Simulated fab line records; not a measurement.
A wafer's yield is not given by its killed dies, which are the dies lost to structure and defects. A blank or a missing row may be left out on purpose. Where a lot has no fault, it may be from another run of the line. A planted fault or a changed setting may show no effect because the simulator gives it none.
Split-lot experiment | flow berkeley cmos170 | on a route of 331 steps: 5 lots, 23 wafers read

ABOUT THE SPLIT
At UCB170_M3_SPUTTER_01 (material Al, target thk 900 nm, time 120 s), the setting time s was moved away from the recipe's 120 s on 6 of the 23 wafers read, by -14.1% to +11.3%. The other wafers ran this setting at the recipe's value.

FROM THE SPLIT TO THE READING: what the file shows between them, 2 steps
- UCB170_M3_RS_MEAS_02: measures by four-point-probe
- UCB170_M3_THK_MEAS_03: measures by xrf

THE READING
oes product au, in a.u., at UCB170_M3_METAL_ETCH_18 (etches Al in Cl2/BCl3, stops on SiO2, target depth 1170 nm, time 195 s). Fault-free wafers of this fab line usually give 0.860 a.u., standard deviation 0.01 a.u.

wafer  | tool, chamber at the split | time s as run, s | against the recipe | oes product au, a.u. | against lot-mates on the recipe
L078.1 | pvd sputter-01, -          | 120              | recipe             | 0.862                | -
L078.2 | pvd sputter-01, -          | 120              | recipe             | 0.854                | -
L078.4 | pvd sputter-01, -          | 120              | recipe             | 0.851                | -
L078.5 | pvd sputter-01, -          | 120              | recipe             | 0.855                | -
L078.6 | pvd sputter-01, -          | 120              | recipe             | 0.843                | -
L080.1 | pvd sputter-02, -          | 120              | recipe             | 0.877                | -
L080.2 | pvd sputter-02, -          | 114.4            | -4.7%              | 0.851                | -0.020
L080.4 | pvd sputter-02, -          | 120              | recipe             | 0.858                | -
L080.5 | pvd sputter-02, -          | 120              | recipe             | 0.879                | -
L080.6 | pvd sputter-02, -          | 114.4            | -4.7%              | 0.847                | -0.024
L082.1 | pvd sputter-04, -          | 120              | recipe             | 0.851                | -
L082.2 | pvd sputter-04, -          | 120              | recipe             | 0.856                | -
L082.3 | pvd sputter-04, -          | 103.1            | -14.1%             | 0.782                | -0.071
L082.4 | pvd sputter-04, -          | 103.1            | -14.1%             | 0.792                | -0.061
L082.6 | pvd sputter-04, -          | 120              | recipe             | 0.853                | -
L085.1 | pvd sputter-01, -          | 120              | recipe             | 0.857                | -
L085.3 | pvd sputter-01, -          | 120              | recipe             | 0.861                | -
L085.5 | pvd sputter-01, -          | 120              | recipe             | 0.854                | -
L083.1 | pvd sputter-02, -          | 120              | recipe             | 0.838                | -
L083.2 | pvd sputter-02, -          | 133.5            | +11.3%             | 0.902                | +0.051
L083.3 | pvd sputter-02, -          | 120              | recipe             | 0.844                | -
L083.4 | pvd sputter-02, -          | 120              | recipe             | 0.870                | -
L083.5 | pvd sputter-02, -          | 133.5            | +11.3%             | 0.907                | +0.056

FIT RESULTS
A straight line over all 23 wafers: oes product au changes by +0.00449 a.u. for each +1% of time s; r = +0.92; the points scatter about the line by 0.011 a.u.
The same after taking each lot's own level away (the mean of its wafers on the recipe; 23 wafers): +0.00474 a.u. for each +1%; r = +0.96; scatter 0.0074 a.u.
The reading moves by 0.067 a.u. for the largest change in time s, on that fit.
The span of the lots' own levels, 0.8507 to 0.8713 a.u., comes to 2.1 times the standard deviation stated above.
Consequently the slope shifts little with the lot-to-lot level, the two slopes agreeing.
Check: -0.0647 a.u. against its lot-mates is what the line predicts for one of the wafers moved furthest among these (-14.1%) when that wafer is left out of the fit. It came out at -0.0713 a.u. against them.

OTHER SPLITS ON THESE WAFERS
Other splits were also applied to these wafers ahead of the reading. Each is held against what the fit with the lots' levels taken away leaves over:
other split on the same wafers  | wafers away from the commonest value | r with oes product au (lot level and that fit taken away)
UCB170_M1_COAT_04 resist thk nm | 9                                    | -0.01
UCB170_V1_CVD_00 time s         | 7                                    | -0.22
UCB170_M2_SPUTTER_01 power w    | 7                                    | -0.02
UCB170_M2_METAL_ETCH_18 icp w   | 10                                   | -0.06

THE WHOLE CHAIN: every reading that the file lists as answering this split, in the file's order
step                    | what it does                                                           | reading                                                                     | change (the file's fit)                   | r (the file's)
UCB170_M3_SPUTTER_01    | material Al, target thk 900 nm, time 120 s                             | Al_of_M3_SPUTTER_01.thk nm (the simulator's own value, which no gauge read) | +9.22 nm for each +1% of the setting      | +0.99
UCB170_M3_RS_MEAS_02    | measures by four-point-probe                                           | M3_AL_RS                                                                    | -0.000352 for each +1% of the setting     | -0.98
UCB170_M3_THK_MEAS_03   | measures by xrf                                                        | M3_AL_THK                                                                   | +9.61 for each +1% of the setting         | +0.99
UCB170_M3_METAL_ETCH_18 | etches Al in Cl2/BCl3, stops on SiO2, target depth 1170 nm, time 195 s | oes product au                                                              | +0.00473 a.u. for each +1% of the setting | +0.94

FILE'S OWN FIT
oes product au changes by +0.00473 a.u. for each +1% of time s, r = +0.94.
